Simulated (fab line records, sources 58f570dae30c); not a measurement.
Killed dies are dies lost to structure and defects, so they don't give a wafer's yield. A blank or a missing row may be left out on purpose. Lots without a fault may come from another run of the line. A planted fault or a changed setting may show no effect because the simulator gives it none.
Which tool did it? | flow berkeley_cmos170 | 7 lots, 21 wafers sampled, at 2 steps of a route of 331

WHAT THE GAUGES READ, wafer by wafer
UCB170_PWELL_THK_MEAS_06.
lot  | measured    | on            | PWELL_NITRIDE_THK (nm)
L285 | day 3 12:13 | film_metro-04 | 220.1 221.3 221.1
L287 | day 4 02:41 | film_metro-04 | 245.9 246.3 246.2
L289 | day 4 11:19 | film_metro-01 | 223.1 222.8 223.0
L300 | day 6 17:37 | film_metro-01 | 218.9 218.5 221.1
L302 | day 6 17:40 | film_metro-04 | 221.7 220.6 218.1
L304 | day 7 10:40 | film_metro-02 | 220.1 220.0 221.7
L306 | day 7 19:49 | film_metro-01 | 223.5 220.8 221.4

WHICH TOOL RAN EACH LOT (tool, then ch and the chambers of the sampled wafers, then the start)
lot  | UCB170_PWELL_CVD_05
L285 | lpcvd-01 ch 0, day 3 10:18
L287 | lpcvd-01 ch 0, day 4 00:45
L289 | lpcvd-02 ch 0, day 4 09:23
L300 | lpcvd-02 ch 1, day 6 15:42
L302 | lpcvd-02 ch 0, day 6 15:42
L304 | lpcvd-02 ch 0, day 7 08:44
L306 | lpcvd-01 ch 0, day 7 16:56
- UCB170_PWELL_CVD_05: deposits Si3N4 from SiH2Cl2/NH3, target thk 220 nm, time 3300 s.

THE ANSWER, worked out from the rows above alone
Rule: what is usual is taken from the lots themselves. Put in order of their means at a reading, lots are off if they are a third of the lots or fewer, leave a main group of 4 or more, and stand apart from it by a gap of 3 or more times the standard deviation of the main group's means; of several such gaps the widest counts. A main group whose means are all the same, to the digits that the tables above print for the reading, isn't used. A lot without any number at a reading at which 4 lots or more have one is off too. The other lots that the step has rows for count as sound.
Off: L287, at UCB170_PWELL_THK_MEAS_06 (PWELL_NITRIDE_THK). The main group: mean 221.0 nm, standard deviation 1.1.
A tool fits if, at a process step before that reading, it ran every lot that is off, and no sound lot after the first of them. The gauges at UCB170_PWELL_THK_MEAS_06 are tried like those tools. None of those tried fits.

WHAT THE SIMULATOR HAD PUT IN
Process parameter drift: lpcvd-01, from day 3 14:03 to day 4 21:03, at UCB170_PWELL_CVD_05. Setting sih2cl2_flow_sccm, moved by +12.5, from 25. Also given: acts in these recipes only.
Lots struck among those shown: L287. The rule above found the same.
